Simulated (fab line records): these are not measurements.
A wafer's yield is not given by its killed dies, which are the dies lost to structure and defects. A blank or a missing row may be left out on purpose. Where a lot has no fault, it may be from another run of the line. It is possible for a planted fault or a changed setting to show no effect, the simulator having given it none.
The tool behind it: which one?	flow berkeley_cmos170	39 wafers from 13 lots sampled at 5 of the route's 331 steps

## WHAT EACH GAUGE READ, for each wafer
UCB170_SACOX_THK_MEAS_02. Usual: SACOX_OXIDE_THK 14.28 nm, standard deviation 0.23.
lot	measured	on	SACOX_OXIDE_THK (nm)	flag
L494	day 6 08:13	film_metro-04	14.17 14.09 14.11	
L495	day 6 14:39	film_metro-02	14.29 14.42 14.32	
L497	day 7 10:11	film_metro-02	14.26 14.29 14.32	
L499	day 7 10:11	film_metro-01	14.58 14.66 14.65	
L500	day 7 20:13	film_metro-04	14.09 14.02 14.02	
L501	day 7 20:13	film_metro-02	14.56 14.41 14.59	
L502	day 7 20:13	film_metro-01	13.90 13.93 13.84	
L503	day 8 07:09	film_metro-01	14.05 14.16 13.88	
L506	day 8 14:36	film_metro-04	14.44 14.44 14.37	
L507	day 9 03:16	film_metro-04	14.35 14.23 14.12	
L512	day 10 16:14	film_metro-01	14.37 14.31 14.15	
L513	day 10 16:15	film_metro-04	14.31 14.13 14.15	
L514	day 10 16:17	film_metro-04	14.18 14.28 13.94	

UCB170_GATE_THK_MEAS_05. Usual: GATE_POLY_THK 218.7 nm, standard deviation 2.5.
lot	measured	on	GATE_POLY_THK (nm)	flag
L494	day 7 13:32	film_metro-02	219.3 220.7 219.3	
L495	day 7 21:58	film_metro-02	222.4 220.4 221.3	
L497	day 8 08:43	film_metro-01	217.3 219.8 220.3	
L499	day 8 08:42	film_metro-02	219.2 218.1 217.1	
L500	day 8 22:35	film_metro-04	221.1 221.4 220.0	
L501	day 8 22:35	film_metro-02	219.1 219.0 221.1	
L502	day 8 22:34	film_metro-01	220.2 218.7 219.5	
L503	day 9 08:41	film_metro-04	217.4 218.6 217.9	
L506	day 9 22:59	film_metro-04	216.3 218.0 214.2	
L507	day 10 12:31	film_metro-04	218.5 218.9 216.8	
L512	day 12 02:02	film_metro-02	219.6 220.3 218.1	
L513	day 12 02:06	film_metro-02	217.1 215.6 216.5	
L514	day 12 02:01	film_metro-01	220.4 221.8 221.9	

UCB170_NLDD_CD_MEAS_06 targets a cd of 1200 nm. Usual: 1200.0 nm for cd_nm, sd 1.5.
lot	measured	on	cd_nm (nm)	flag
L494	day 7 18:57	cd_sem-01	1200.0 1199.9 1202.0	
L495	day 8 02:57	cd_sem-02	1199.9 1199.8 1199.5	
L497	day 8 14:47	cd_sem-01	1199.3 1198.3 1198.1	
L499	day 8 14:23	cd_sem-02	1198.5 1197.0 1197.3	
L500	day 9 05:19	cd_sem-01	960.1 959.4 958.0	OFF
L501	day 9 04:46	cd_sem-02	1200.8 1201.0 1201.0	
L502	day 9 04:44	cd_sem-01	1199.7 1202.0 1200.8	
L503	day 9 13:02	cd_sem-01	1200.1 1199.6 1197.0	
L506	day 10 04:31	cd_sem-02	1201.4 1200.0 1200.5	
L507	day 10 19:32	cd_sem-01	1199.3 1197.2 1198.5	
L512	day 12 08:23	cd_sem-02	1201.6 1201.1 1199.7	
L513	day 12 09:14	cd_sem-01	1200.5 1198.5 1200.1	
L514	day 12 07:14	cd_sem-01	1199.8 1201.7 1202.1	

## TOOL THAT RAN EACH LOT (tool first, then ch and the chambers of the sampled wafers, then the start)
lot	UCB170_GATE_ETCH_15	UCB170_NLDD_EXPOSE_03
L494	rie_si-02 ch 0,1,2, day 7 15:08	krf_scanner-02 ch 0, day 7 18:34
L495	rie_si-01 ch 0,1,2, day 7 23:27	krf_scanner-01 ch 0, day 8 02:34
L497	rie_si-02 ch 1,2,3, day 8 10:29	krf_scanner-01 ch 0, day 8 13:50
L499	rie_si-02 ch 1,2,3, day 8 09:56	krf_scanner-02 ch 0, day 8 13:20
L500	rie_si-01 ch 0,3, day 9 00:30	krf_scanner-02 ch 0, day 9 04:37
L501	rie_si-02 ch 1,2,3, day 9 00:26	krf_scanner-01 ch 0, day 9 04:10
L502	rie_si-01 ch 0,1,2, day 9 00:18	krf_scanner-02 ch 0, day 9 03:56
L503	rie_si-02 ch 0,1, day 9 09:58	krf_scanner-02 ch 0, day 9 12:39
L506	rie_si-02 ch 0,2,3, day 10 00:44	krf_scanner-02 ch 0, day 10 04:07
L507	rie_si-02 ch 0,1, day 10 14:23	krf_scanner-02 ch 0, day 10 19:08
L512	rie_si-01 ch 1,2, day 12 04:14	krf_scanner-02 ch 0, day 12 07:20
L513	rie_si-01 ch 0,1,3, day 12 04:31	krf_scanner-01 ch 0, day 12 08:23
L514	rie_si-02 ch 0,1,2, day 12 03:58	krf_scanner-01 ch 0, day 12 06:51
- UCB170_GATE_ETCH_15: etches poly-Si in HBr/Cl2, stops on SiO2, time 56.3 s, target depth 278.2 nm.
- UCB170_NLDD_EXPOSE_03: exposes mask NSELECT, target cd 1200 nm.

## AS READ BY THE TOOLS THEMSELVES (means over the sampled wafers that have a number; for cases with no such wafer, the mark the record gives instead)
UCB170_GATE_ETCH_15. Usual: drypump_motor_current_A 5.6 A, standard deviation 0.51; oes_product_au 0.842 a.u., standard deviation 0.016; throttle_valve_pct 26.54 %, standard deviation 0.12.
lot	tool	drypump_motor_current_A (A)	oes_product_au (a.u.)	throttle_valve_pct (%)	flag
L494	rie_si-02	5.3	0.846	26.55	
L495	rie_si-01	5.5	0.852	26.48	
L497	rie_si-02	5.8	0.846	26.56	
L499	rie_si-02	5.8	0.837	26.55	
L500	rie_si-01	5.9	0.851	26.52	
L501	rie_si-02	5.8	0.843	26.56	
L502	rie_si-01	5.5	0.851	26.49	
L503	rie_si-02	5.1	0.834	26.47	
L506	rie_si-02	5.7	0.837	26.64	
L507	rie_si-02	5.1	0.832	26.48	
L512	rie_si-01	5.7	0.842	26.57	
L513	rie_si-01	5.8	0.855	26.51	
L514	rie_si-02	5.3	0.849	26.55	

## THE ANSWER, worked out from the rows above alone
Rule: a lot counts as off when the mean over its wafers that have a number is more than 3 standard deviations away from the usual mean. A lot without any number at a reading at which 4 lots or more have one is off too. All remaining lots with rows at the step are treated as sound. First the gauges in route order, then the tools' own readings, where a lot's mean is used as printed above. At the first step where some lot is off, the reading lying furthest off is the one used; lots without a number count as furthest.
Off at UCB170_NLDD_CD_MEAS_06 (cd_nm): L500.
If a tool, at a process step before that reading, ran all the lots that are off and no sound lot after the first of them, it fits. Gauges at UCB170_NLDD_CD_MEAS_06: tried the same way as those tools. No candidate that was tried fits.

## WHAT WAS PUT IN BY THE SIMULATOR
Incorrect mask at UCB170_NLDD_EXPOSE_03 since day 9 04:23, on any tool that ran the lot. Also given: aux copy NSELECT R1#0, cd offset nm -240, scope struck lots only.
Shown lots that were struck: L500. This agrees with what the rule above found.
